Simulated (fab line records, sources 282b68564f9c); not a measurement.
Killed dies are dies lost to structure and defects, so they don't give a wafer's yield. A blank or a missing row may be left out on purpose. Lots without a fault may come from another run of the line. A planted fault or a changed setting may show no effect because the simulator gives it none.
A struck lot beside a sound one | flow rit_cmos | 21 steps out of a route of 202
Sound: wafers L355.2, L355.3, L355.4. Struck: wafers L346.1, L346.2, L346.6. The cause comes at the end.
At each step with rows: each side's tool, then ch and its chambers, then its first start. Under that, the readings that differ: sound wafers | struck wafers | difference of the means | sigmas: that difference in standard deviations of wafers without a fault.
alike: readings whose means differ by less than 2 such deviations, and words and numbers that are the same on both sides. not compared: withheld readings, readings that some wafer has no value for, bounds like >300 that may hide the same value, and numbers for which the record gives no deviation and whose values overlap.
The two part at a step that has a row with sigmas, a row that says differs or no value, or rows on one side only. Numbers that don't overlap but have no deviation are shown without sigmas and don't part them. A reading that every wafer of one side lacks parts them only if that side has two wafers or more.

RIT_PLDD_OVL_MEAS_06:
  sound on overlay-01, day 7 10:30; struck on overlay-01, day 5 12:24
  reading       | sound         | struck      | difference | sigmas
  PLDD_OVL (nm) | 0.0 -0.9 -1.6 | 1.1 2.9 4.1 | +3.5       | +3
then, 2 steps without rows for these wafers: RIT_PLDD_HARDBAKE_07 (time 60 s); RIT_PLDD_IMPLANT_08.
RIT_PLDD_STRIP_09: strips in O2, time 180 s.
  sound on plasma_asher-04 ch 0,1, day 7 10:50; struck on plasma_asher-02 ch 0,1, day 5 12:44
  alike: chamber_pressure_mTorr, drypump_motor_current_A
  not compared: rf_hours_counter_h
RIT_PLDD_TW_MEAS_10:
  sound on film_metro-01, day 7 11:01; struck on film_metro-01, day 5 12:55
  alike: PLDD_TW
then, 4 steps without rows for these wafers: RIT_SPACER_CLEAN_00 (cleans in SC1, time 600 s); RIT_SPACER_CLEAN_01 (cleans in dHF, time 30 s); RIT_SPACER_CLEAN_02 (cleans in SC2, time 600 s); RIT_SPACER_CVD_03 (deposits Si3N4 from SiH2Cl2/NH3, target thk 250 nm, time 3300 s).
RIT_SPACER_THK_MEAS_04:
  sound on film_metro-01, day 7 13:22; struck on film_metro-04, day 5 15:15
  alike: SPACER_NITRIDE_THK
RIT_SPACER_ETCHBACK_05: etches Si3N4 in SF6/CHF3, stops on SiO2, target depth 250 nm, time 240 s.
  sound on rie_diel-03 ch 0,2,3, day 7 13:25; struck on rie_diel-04 ch 0,1,3, day 5 15:19
  alike: chamber_pressure_mTorr, drypump_motor_current_A, oes_product_au, throttle_valve_pct
  not compared: rf_hours_counter_h
then, 1 step without rows for these wafers: RIT_NSD_HMDS_00 (prime time 60 s).
RIT_NSD_COAT_01: resist thk 1000 nm.
  sound on litho_track-02 ch 0, day 7 13:44; struck on litho_track-04 ch 0, day 5 15:37
  reading                                  | sound                | struck               | difference | sigmas
  dispense_pressure_kPa (kPa)              | 50.0 50.0 50.0       | 49.1 49.1 49.0       | -0.9       | -3
  spin_speed_rpm (rpm)                     | 3248.6 3248.8 3249.1 | 3086.6 3084.5 3085.8 | -163.2     | -74
  model.NOVOLAK_of_NSD_COAT_01.thk_nm (nm) | 1002 1001 1002       | 1027 1024 1027       | +24        |
  alike: chill_plate_temp_C, exhaust_pa, resist_line_temp_C
then, 4 steps without rows for these wafers: RIT_NSD_SOFTBAKE_02 (time 60 s); RIT_NSD_EXPOSE_03 (exposes mask M9, target cd 40700 nm); RIT_NSD_PEB_04; RIT_NSD_DEVELOP_05 (develop time 50 s).
RIT_NSD_OVL_MEAS_06:
  sound on overlay-01, day 7 14:32; struck on overlay-01, day 5 16:26
  alike: NSD_OVL
RIT_NSD_HARDBAKE_07: time 60 s.
  sound on litho_track-02 ch 0, day 7 14:36; struck on litho_track-04 ch 0, day 5 16:44
  reading                                  | sound             | struck            | difference | sigmas
  model.NOVOLAK_of_NSD_COAT_01.thk_nm (nm) | 885.7 884.6 885.3 | 907.4 905.2 907.1 | +21.4      |
  alike: chill_plate_temp_C, exhaust_pa, heater_power_total_W, resist_line_temp_C
then, 1 step without rows for these wafers: RIT_NSD_IMPLANT_08.
RIT_M1_PROBE_99:
  sound on prober-01, day 8 01:14; struck on prober-02, day 6 02:45
  alike: killed_at_front_end, killed_dies, killed_open, killed_short

WHERE THEY PART
First at RIT_PLDD_OVL_MEAS_06; last, within this record, at RIT_NSD_COAT_01. Later steps at which nothing parts them and some readings are alike: RIT_NSD_OVL_MEAS_06, RIT_NSD_HARDBAKE_07, RIT_M1_PROBE_99.

WHY: what the simulator had put in
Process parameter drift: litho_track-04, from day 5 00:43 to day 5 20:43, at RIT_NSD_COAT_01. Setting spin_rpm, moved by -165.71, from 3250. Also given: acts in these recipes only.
